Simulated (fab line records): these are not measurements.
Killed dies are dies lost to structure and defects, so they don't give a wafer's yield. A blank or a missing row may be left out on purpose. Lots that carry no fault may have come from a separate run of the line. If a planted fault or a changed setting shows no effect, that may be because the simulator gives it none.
Comparing a struck lot with a sound one / flow ritCmos / 17 steps out of a route of 202
Sound: wafers L946.2, L946.3, L946.5. Wafers struck: L948.1, L948.5, L948.6. The cause is given at the end.
At each step with rows: each side's tool, then ch and its chambers, then its first start. Under that, the readings that differ: sound wafers / struck wafers / difference of the means / sigmas: that difference in standard deviations of wafers without a fault.
alike: readings with means less than 2 such deviations apart, plus words and numbers identical on both sides. not compared: withheld readings, readings lacking a value on some wafer, bounds such as >300 that could conceal the same value, and numbers that have no deviation in the record and whose values overlap.
The two part at a step that has a row with sigmas, a row that says differs or no value, or rows on one side only. Numbers that have no deviation but don't overlap get no sigmas and don't part them. Lack of a reading on every wafer of one side parts them only where that side has two or more wafers.

RIT_PWELL_TW_MEAS_10:
  struck on filmMetro-01, day 2 20:01; sound on filmMetro-01, day 2 09:52
  alike: PWELL_TW
then, 1 step without rows for these wafers: RIT_WELLDRIVE_ANNEAL_00 (time 14700 s).
RIT_WELLDRIVE_RS_MEAS_01: uses a four-point probe to measure.
  struck on filmMetro-03, day 3 01:10; sound on filmMetro-01, day 2 15:01
  alike: NWELL_RS
RIT_WELLDRIVE_RS_MEAS_02: uses a four-point probe to measure.
  struck on filmMetro-03, day 3 01:17; sound on filmMetro-01, day 2 15:08
reading=PWELL_RS (ohm/sq); sound=431.6 432.1 432.2; struck=428.5 428.9 429.0; difference=-3.2; sigmas=-2
then, 6 steps without rows for these wafers: RIT_NRETRO_HMDS_00 (prime time 60 s); RIT_NRETRO_COAT_01 (resist thk 1300 nm); RIT_NRETRO_SOFTBAKE_02 (time 60 s); RIT_NRETRO_EXPOSE_03 (exposes mask M4, target cd 43900 nm); RIT_NRETRO_PEB_04; RIT_NRETRO_DEVELOP_05 (develop time 68 s).
RIT_NRETRO_OVL_MEAS_06:
  struck on overlay-02, day 3 02:17; sound on overlay-02, day 2 16:08
  alike: NRETRO_OVL
then, 1 step without rows for these wafers: RIT_NRETRO_HARDBAKE_07 (time 120 s).
RIT_NRETRO_IMPLANT_08:
  sound on implanter-03 ch 0, day 2 16:26; struck on implanter-02 ch 0, day 3 02:34
reading=doseIonsCm2; sound=9.988e+12 9.993e+12 9.994e+12; struck=1.1528e+13 1.151e+13 1.1521e+13; difference=+1.5280e+12; sigmas=+99 or more
reading=faradayCurrentUA; sound=31.3 32.2 32.6; struck=37.2 36.1 36.4; difference=+4.5; sigmas=+7
RIT_NRETRO_STRIP_09: strips in O2, time 180 s.
  sound on plasmaAsher-03 ch 0,1, day 2 16:34; struck on plasmaAsher-01 ch 0,1, day 3 02:43
  alike: drypumpMotorCurrentA
  not compared: rfHoursCounterH
RIT_NRETRO_TW_MEAS_10:
  struck on filmMetro-03, day 3 02:54; sound on filmMetro-03, day 2 16:44
reading=NRETRO_TW; sound=1043 1044 1050; struck=1088 1092 1091; difference=+45; sigmas=+9
then, 1 step without rows for these wafers: RIT_PRETRO_HMDS_00 (prime time 60 s).
RIT_M1_PROBE_99:
  struck on prober-01, day 4 06:11; sound on prober-01, day 3 20:49
reading=model.etest.pmosNarrow.driveUaUm; sound=96.54 96.15 96.21; struck=88.45 91.34 90.91; difference=-6.07; sigmas=
reading=model.etest.pmos_0p3.driveUaUm; sound=95.43 96.06 95.54; struck=87.35 90.06 89.55; difference=-6.69; sigmas=
reading=model.etest.wellEdgeRight.lineOhmUm; sound=183.5 181.5 182.1; struck=178.2 178.3 180.2; difference=-3.5; sigmas=
reading=model.etest.pmos_0p15.offLog10AUm; sound=-10.46 -10.64 -10.4; struck=-11.4 -11.28 -11.23; difference=-0.8; sigmas=
reading=model.etest.retroEdgePmos.offLog10AUm; sound=-10.45 -10.54 -10.39; struck=-11.32 -11.25 -11.04; difference=-0.74; sigmas=
reading=model.etest.capPGate.cMinFfUm2; sound=2.308 2.316 2.309; struck=2.359 2.369 2.346; difference=+0.047; sigmas=
  alike: killed_at_M0_to_M3, killedAtContacts, killedAtFrontEnd, killedDies, killedOnRim, killedOpen, killedShort
  not compared: model.etest.wellEdgeLeft.lineOhmUm, model.etest.pmosNarrow.offLog10AUm

WHERE THEY PART
First at RIT_WELLDRIVE_RS_MEAS_02; last, within this record, at RIT_NRETRO_TW_MEAS_10. Later steps at which nothing parts them and some readings are alike: RIT_M1_PROBE_99.

WHY: whatever the simulator had introduced
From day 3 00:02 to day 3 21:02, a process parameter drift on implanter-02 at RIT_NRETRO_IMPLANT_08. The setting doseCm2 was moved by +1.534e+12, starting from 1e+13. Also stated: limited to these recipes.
